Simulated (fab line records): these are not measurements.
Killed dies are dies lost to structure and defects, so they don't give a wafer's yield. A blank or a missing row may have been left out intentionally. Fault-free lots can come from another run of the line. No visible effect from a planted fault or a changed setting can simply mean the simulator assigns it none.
Split-lot study	flow rit-cmos	5 lots, 23 wafers read, on a route of 202 steps

## ON THE SPLIT
At RIT_SILICIDE_SPUTTER_01 (material Ti, target thk 30 nm, time 240 s), the setting time-s was moved away from the recipe's 240 s on 9 of the 23 wafers read, by -11.6% to -6.8%. This setting was run at the recipe's value on the other wafers.

## THE PATH FROM SPLIT TO READING: the file shows 1 step between them
- RIT_SILICIDE_RS_MEAS_02: measures by four-point-probe

## THE READING
SILICIDE_TI_THK, in nm, at RIT_SILICIDE_THK_MEAS_03 (measures by xrf). On this fab line, fault-free wafers typically give 30.2 nm with a standard deviation of 0.35 nm.

wafer	tool, chamber at the split	time-s as run, s	against the recipe	SILICIDE_TI_THK, nm	against lot-mates on the recipe
L078.1	pvd-sputter-01, -	240	recipe	30.7	-
L078.3	pvd-sputter-01, -	240	recipe	30.5	-
L078.4	pvd-sputter-01, -	212.1	-11.6%	27.0	-3.6
L078.5	pvd-sputter-01, -	240	recipe	30.6	-
L078.6	pvd-sputter-01, -	212.1	-11.6%	27.2	-3.4
L080.2	pvd-sputter-01, -	240	recipe	29.8	-
L080.3	pvd-sputter-01, -	221.5	-7.7%	27.7	-2.1
L080.4	pvd-sputter-01, -	240	recipe	29.9	-
L080.5	pvd-sputter-01, -	221.5	-7.7%	27.7	-2.1
L080.6	pvd-sputter-01, -	240	recipe	29.8	-
L082.1	pvd-sputter-01, -	240	recipe	30.0	-
L082.5	pvd-sputter-01, -	240	recipe	30.7	-
L082.6	pvd-sputter-01, -	240	recipe	30.4	-
L084.2	pvd-sputter-01, -	240	recipe	30.2	-
L084.3	pvd-sputter-01, -	223.8	-6.8%	28.5	-1.8
L084.4	pvd-sputter-01, -	223.8	-6.8%	28.5	-1.8
L084.5	pvd-sputter-01, -	240	recipe	30.3	-
L084.6	pvd-sputter-01, -	240	recipe	30.5	-
L085.1	pvd-sputter-02, -	218.6	-8.9%	27.1	-3.1
L085.2	pvd-sputter-02, -	218.6	-8.9%	27.9	-2.3
L085.3	pvd-sputter-02, -	240	recipe	29.8	-
L085.5	pvd-sputter-02, -	218.6	-8.9%	27.4	-2.8
L085.6	pvd-sputter-02, -	240	recipe	30.6	-

THE FIT
A straight line over all 23 wafers: SILICIDE_TI_THK changes by +0.294 nm for each +1% of time-s; r = +0.97; the points scatter about the line by 0.34 nm.
The same after taking each lot's own level away (the mean of its wafers on the recipe; 23 wafers): +0.296 nm for each +1%; r = +0.99; scatter 0.23 nm.
On that fit, the largest move of time-s shifts the reading by 3.4 nm.
The lots' own levels span 29.83 to 30.60 nm, that is 2.2 times the standard deviation above.
The two slopes agree, so the slope changes little with the lot-to-lot level.
Check: for one of the wafers moved furthest among these (-11.6%), held out of the fit, the line's prediction against its lot-mates is -3.39 nm. It came out at -3.6 nm against them.

## FURTHER SPLITS ON THESE WAFERS
These wafers also went through other splits before the reading. Each is held against what the fit with the lots' levels taken away leaves over:
other split on the same wafers	wafers away from the commonest value	r with SILICIDE_TI_THK (lot level and that fit taken away)
RIT_PSD_SOFTBAKE_02 temp-c	12	+0.12

## THE WHOLE CHAIN: every reading that the file lists as answering this split, in the file's order
step	what it does	reading	change (the file's fit)	r (the file's)
RIT_SILICIDE_SPUTTER_01	material Ti, target thk 30 nm, time 240 s	Ti_of_SILICIDE_SPUTTER_01.thk-nm (the simulator's own value, which no gauge read)	+0.3 nm for each +1% of the setting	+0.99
RIT_SILICIDE_RS_MEAS_02	measures by four-point-probe	SILICIDE_TI_RS	-0.659 for each +1% of the setting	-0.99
RIT_SILICIDE_THK_MEAS_03	measures by xrf	SILICIDE_TI_THK	+0.294 for each +1% of the setting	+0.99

## THE FILE'S OWN FIT
SILICIDE_TI_THK changes by +0.294 nm for each +1% of time-s, r = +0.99.
